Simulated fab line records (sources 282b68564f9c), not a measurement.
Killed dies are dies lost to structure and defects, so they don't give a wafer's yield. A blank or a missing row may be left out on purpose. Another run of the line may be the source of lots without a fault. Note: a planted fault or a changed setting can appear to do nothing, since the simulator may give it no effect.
8D (eight disciplines) problem report, filled in by code | flow rit-cmos | the parts of the form that need people (team, actions taken, sign-off) are left out

== 1. PROBLEM STATEMENT ==
NSD_RS at RIT_SDANNEAL_RS_MEAS_05 reads a mean of 86.24 ohm/sq on 6 wafers of 2 lots; wafers without a fault read 84.51 ohm/sq with a standard deviation of 0.3. Relative to the usual mean, that is a shift of +5.8 standard deviations.
The step: measures by four-point-probe.
First seen on wafer L356.1, day 3 21:33, on film-metro-03. Wafers with a number at this step in the record: 42, from 14 lots. Rule for "out", or "out of limits": more than 4 standard deviations from the usual mean. Any other wafer with a number is counted as sound.

== 2. WHAT IT IS; WHAT IT IS NOT ==
question                    | is                     | is not
which readings at this step | NSD_RS                 | -
which lots                  | L356, L357             | L352, L353, L354, L355, L360, L366, L367, L369, L370, L371, L374, L375
which wafers of those lots  | all that have a number | -
read on which gauges        | film-metro-03          | film-metro-01, film-metro-04
when                        | from day 3 21:33       | up to then (12 sound wafers); but 24 sound wafers of L360, L366, L367, L369, L370, L371, L374, L375 came after

== 3. WHAT RULES OUT EACH SUSPECT ==
Counting: a tool at a process step up to the reading stays a suspect if it ran every lot that is out and no sound lot after the first of them.
- ruled out: the gauge at RIT_SDANNEAL_RS_MEAS_05. All the wafers that are out were read on film-metro-03, but those of them that RIT_NSD_IMPLANT_08 has rows for are out there too, on other tools.
- implanter-01 at RIT_NSD_IMPLANT_08: ruled out as a lasting fault. Following L356 (day 3 19:04), the first lot on it that is out, the sound lots L374 were run on it.
Left after counting: nothing in the record.

== 4. THE CAUSE (what the simulator had put in) ==
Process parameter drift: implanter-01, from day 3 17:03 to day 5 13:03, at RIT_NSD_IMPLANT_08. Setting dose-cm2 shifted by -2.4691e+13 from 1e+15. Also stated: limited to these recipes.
The count ruled it out by mistake, since the rule takes a fault to strike every lot its tool runs from the start of the fault on, and this one did not do so.

== 5. THE CHAIN OF EFFECTS, in route order ==
Each row: a reading where the mean over the struck wafers with a number is more than 3 standard deviations away from the usual. Readings are gone through only where the record gives a usual standard deviation; hours: the median, over the lots, of the time from a lot's start at the first step in this table giving one to that lot's start at this step; sigmas: the change measured in usual standard deviations.
hours | step                    | reading       | usual        | on struck wafers | change | sigmas
0     | RIT_NSD_IMPLANT_08      | dose-ions-cm2 | 1e+15        | 1e+15            | -2e+13 | -26
2     | RIT_SDANNEAL_RS_MEAS_05 | NSD_RS        | 84.51 ohm/sq | 86.24            | +1.73  | +5.8
The process steps in it:
- RIT_NSD_IMPLANT_08

== 6. WHAT WOULD HAVE CAUGHT IT SOONER ==
The first out-of-limits reading at a measuring or inspecting step in this record came at day 3 21:33, 4 hours after the fault's start at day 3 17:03.
At RIT_NSD_IMPLANT_08, the tool's own readings (dose-ions-cm2) were out on each struck wafer the step has a row for, so an alarm limit on them would have fired on the first such wafer.
